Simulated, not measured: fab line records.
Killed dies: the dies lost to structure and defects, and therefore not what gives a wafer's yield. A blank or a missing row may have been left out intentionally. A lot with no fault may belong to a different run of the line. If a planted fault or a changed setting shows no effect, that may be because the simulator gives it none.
The tool behind it: which one? -- flow rit cmos -- 14 lots, 42 wafers sampled, at 6 steps of a route of 202

WHAT THE GAUGES READ, wafer by wafer
RIT_NLDD_OVL_MEAS_06. Usual: for NLDD_OVL the level is 0.5 nm and the standard deviation is 1.6.
lot,measured,on,NLDD_OVL (nm),flag
L483,day 2 18:25,overlay-01,1.5 2.4 0.8,
L484,day 3 02:38,overlay-01,-0.3 2.1 -0.1,
L486,day 3 11:39,overlay-01,1.2 1.5 2.8,
L487,day 3 14:37,overlay-02,-0.1 0.9 0.0,
L488,day 3 22:19,overlay-01,-1.6 -0.5 -0.6,
L489,day 4 04:04,overlay-01,-0.5 0.5 1.2,
L491,day 4 10:40,overlay-01,2.2 0.0 0.9,
L492,day 4 15:29,overlay-02,2.2 1.9 2.6,
L494,day 5 01:16,overlay-02,-2.5 -1.1 -1.7,
L496,day 5 10:52,overlay-01,2.1 2.1 2.8,
L497,day 5 15:43,overlay-02,-2.6 -1.8 -2.9,
L499,day 6 02:32,overlay-01,-2.3 -1.5 0.0,
L502,day 6 17:53,overlay-01,-1.9 -2.0 -0.8,
L504,day 7 03:17,overlay-01,3.3 4.9 3.9,

RIT_PSD_OVL_MEAS_06. Usual: for PSD_OVL the level is 0.1 nm and the standard deviation is 1.6.
lot,measured,on,PSD_OVL (nm),flag
L483,day 3 01:23,overlay-02,-0.1 0.0 -1.6,
L484,day 3 10:25,overlay-02,-2.2 -4.0 -3.6,
L486,day 3 18:37,overlay-02,-1.0 0.3 -0.8,
L487,day 3 22:29,overlay-02,3.0 1.2 2.6,
L488,day 4 06:19,overlay-01,0.7 1.9 1.6,
L489,day 4 11:03,overlay-01,-0.5 -1.2 -1.7,
L491,day 4 18:07,overlay-02,0.7 -1.1 -1.0,
L492,day 4 23:05,overlay-01,-0.3 1.1 0.2,
L494,day 5 08:13,overlay-02,1.0 1.4 0.9,
L496,day 5 18:39,overlay-02,-1.0 -0.7 0.1,
L497,day 5 23:36,overlay-01,-0.3 -0.4 -0.7,
L499,day 6 10:17,overlay-01,0.9 1.0 1.6,
L502,day 7 01:03,overlay-01,0.3 0.1 1.7,
L504,day 7 10:17,overlay-01,3.5 3.2 0.8,

RIT_M1_RS_MEAS_01: measures by four-point-probe. Usual: for M1_AL_RS the level is 0.0733 ohm/sq and the standard deviation is 0.0008.
lot,measured,on,M1_AL_RS (ohm/sq),flag
L483,day 3 05:56,film metro-02,0.0732 0.0732 0.0726,
L484,day 3 15:07,film metro-02,0.0730 0.0720 0.0719,
L486,day 3 23:25,film metro-03,0.0735 0.0732 0.0733,
L487,day 4 03:06,film metro-02,0.0714 0.0717 0.0721,
L488,day 4 10:55,film metro-03,0.0744 0.0739 0.0746,
L489,day 4 15:47,film metro-03,0.0733 0.0737 0.0734,
L491,day 4 22:50,film metro-03,0.0726 0.0730 0.0735,
L492,day 5 03:38,film metro-03,0.0719 0.0722 0.0718,
L494,day 5 12:53,film metro-03,0.0726 0.0729 0.0728,
L496,day 5 23:11,film metro-03,0.0734 0.0722 0.0728,
L497,day 6 04:16,film metro-02,0.0466 0.0464 0.0466,OFF
L499,day 6 15:13,film metro-02,0.0472 0.0472 0.0470,OFF
L502,day 7 05:35,film metro-03,0.0747 0.0750 0.0752,
L504,day 7 15:02,film metro-02,0.0730 0.0733 0.0726,

RIT_M1_THK_MEAS_02: measures by xrf. Usual: for M1_AL_THK the level is 402 nm and the standard deviation is 4.7.
lot,measured,on,M1_AL_THK (nm),flag
L483,day 3 06:04,film metro-02,401 400 406,
L484,day 3 15:14,film metro-02,404 408 408,
L486,day 3 23:31,film metro-03,401 402 400,
L487,day 4 03:13,film metro-02,416 412 409,
L488,day 4 11:02,film metro-03,394 396 393,
L489,day 4 15:55,film metro-03,401 400 401,
L491,day 4 22:57,film metro-03,406 405 398,
L492,day 5 03:45,film metro-03,412 408 411,
L494,day 5 13:01,film metro-03,406 405 403,
L496,day 5 23:17,film metro-03,403 409 403,
L497,day 6 04:23,film metro-02,630 632 630,OFF
L499,day 6 15:20,film metro-02,620 623 625,OFF
L502,day 7 05:43,film metro-03,396 395 393,
L504,day 7 15:09,film metro-02,404 402 405,

WHAT TOOL EACH LOT RAN ON (gives the tool, then ch and the chambers of the sampled wafers, and finally the start)
lot,RIT_NSD_SOFTBAKE_02,RIT_M1_SPUTTER_00
L483,"litho track-03 ch 0, day 2 23:19","pvd sputter-02, day 3 05:39"
L484,"litho track-03 ch 0, day 3 08:19","pvd sputter-01, day 3 14:48"
L486,"litho track-01 ch 0, day 3 16:28","pvd sputter-04, day 3 23:05"
L487,"litho track-03 ch 0, day 3 20:23","pvd sputter-01, day 4 02:49"
L488,"litho track-03 ch 0, day 4 04:13","pvd sputter-04, day 4 10:37"
L489,"litho track-01 ch 0, day 4 08:53","pvd sputter-01, day 4 15:29"
L491,"litho track-03 ch 0, day 4 15:46","pvd sputter-01, day 4 22:32"
L492,"litho track-01 ch 0, day 4 20:53","pvd sputter-04, day 5 03:19"
L494,"litho track-03 ch 0, day 5 06:07","pvd sputter-04, day 5 12:36"
L496,"litho track-01 ch 0, day 5 16:42","pvd sputter-04, day 5 22:52"
L497,"litho track-04 ch 0, day 5 21:38","pvd sputter-01, day 6 03:58"
L499,"litho track-03 ch 0, day 6 07:57","pvd sputter-01, day 6 14:55"
L502,"litho track-04 ch 0, day 6 22:58","pvd sputter-04, day 7 05:18"
L504,"litho track-03 ch 0, day 7 08:04","pvd sputter-04, day 7 14:44"
- RIT_NSD_SOFTBAKE_02: time 60.96 s.
- RIT_M1_SPUTTER_00: material Al, target thk 400 nm, time 500 s.

WHAT THE TOOLS THEMSELVES READ (means of the sampled wafers that have a number; where no wafer has one, the mark that the record gives instead)
RIT_NSD_SOFTBAKE_02. Usual: plate sensor t centre C 90.970 C, standard deviation 0.01; plate sensor t edge C 91.020 C, standard deviation 0.01.
lot,tool,plate sensor t centre C (C),plate sensor t edge C (C),flag
L483,litho track-03,90.971,91.032,
L484,litho track-03,90.978,91.022,
L486,litho track-01,90.973,91.026,
L487,litho track-03,90.976,91.011,
L488,litho track-03,90.978,91.013,
L489,litho track-01,90.967,91.033,
L491,litho track-03,90.968,91.016,
L492,litho track-01,90.965,91.024,
L494,litho track-03,90.966,91.019,
L496,litho track-01,90.978,91.029,
L497,litho track-04,90.969,91.023,
L499,litho track-03,90.972,91.021,
L502,litho track-04,90.983,91.031,
L504,litho track-03,90.976,91.030,

RIT_M1_SPUTTER_00. Usual: throttle valve pct reads 30.1 % (standard deviation 0.97).
lot,tool,throttle valve pct (%),flag
L483,pvd sputter-02,30.2,
L484,pvd sputter-01,29.7,
L486,pvd sputter-04,30.4,
L487,pvd sputter-01,29.5,
L488,pvd sputter-04,30.5,
L489,pvd sputter-01,29.4,
L491,pvd sputter-01,30.5,
L492,pvd sputter-04,30.3,
L494,pvd sputter-04,30.3,
L496,pvd sputter-04,30.4,
L497,pvd sputter-01,30.1,
L499,pvd sputter-01,28.6,
L502,pvd sputter-04,30.5,
L504,pvd sputter-04,30.1,

THE ANSWER, worked out from the rows above alone
Rule: take the mean of a lot's wafers that have a number; if it is more than 3 standard deviations from the usual mean, the lot is off. A lot without any number at a reading at which 4 lots or more have one is off too. All remaining lots with rows at the step are treated as sound. First the gauges in route order, then the tools' own readings, where a lot's mean is used as printed above. At the first step where some lot is off, the reading lying furthest off is the one used; lots without a number count as furthest.
Off: at RIT_M1_RS_MEAS_01 (M1_AL_RS), L497, L499.
A tool fits if, at a process step before that reading, it ran every lot that is off, and no sound lot after the first of them. Gauges at RIT_M1_RS_MEAS_01: tried the same way as those tools. One fits: RIT_M1_SPUTTER_00 on pvd sputter-01. A fault onset in the window from L491 (day 4 22:32, its last sound lot) to L497 (day 6 03:58, its first lot off) fits.

WHAT HAD BEEN PUT IN BY THE SIMULATOR
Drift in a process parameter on pvd sputter-01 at RIT_M1_SPUTTER_00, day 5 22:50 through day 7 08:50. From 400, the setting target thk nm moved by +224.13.
Shown lots that were struck: L497, L499. This agrees with what the rule above found.
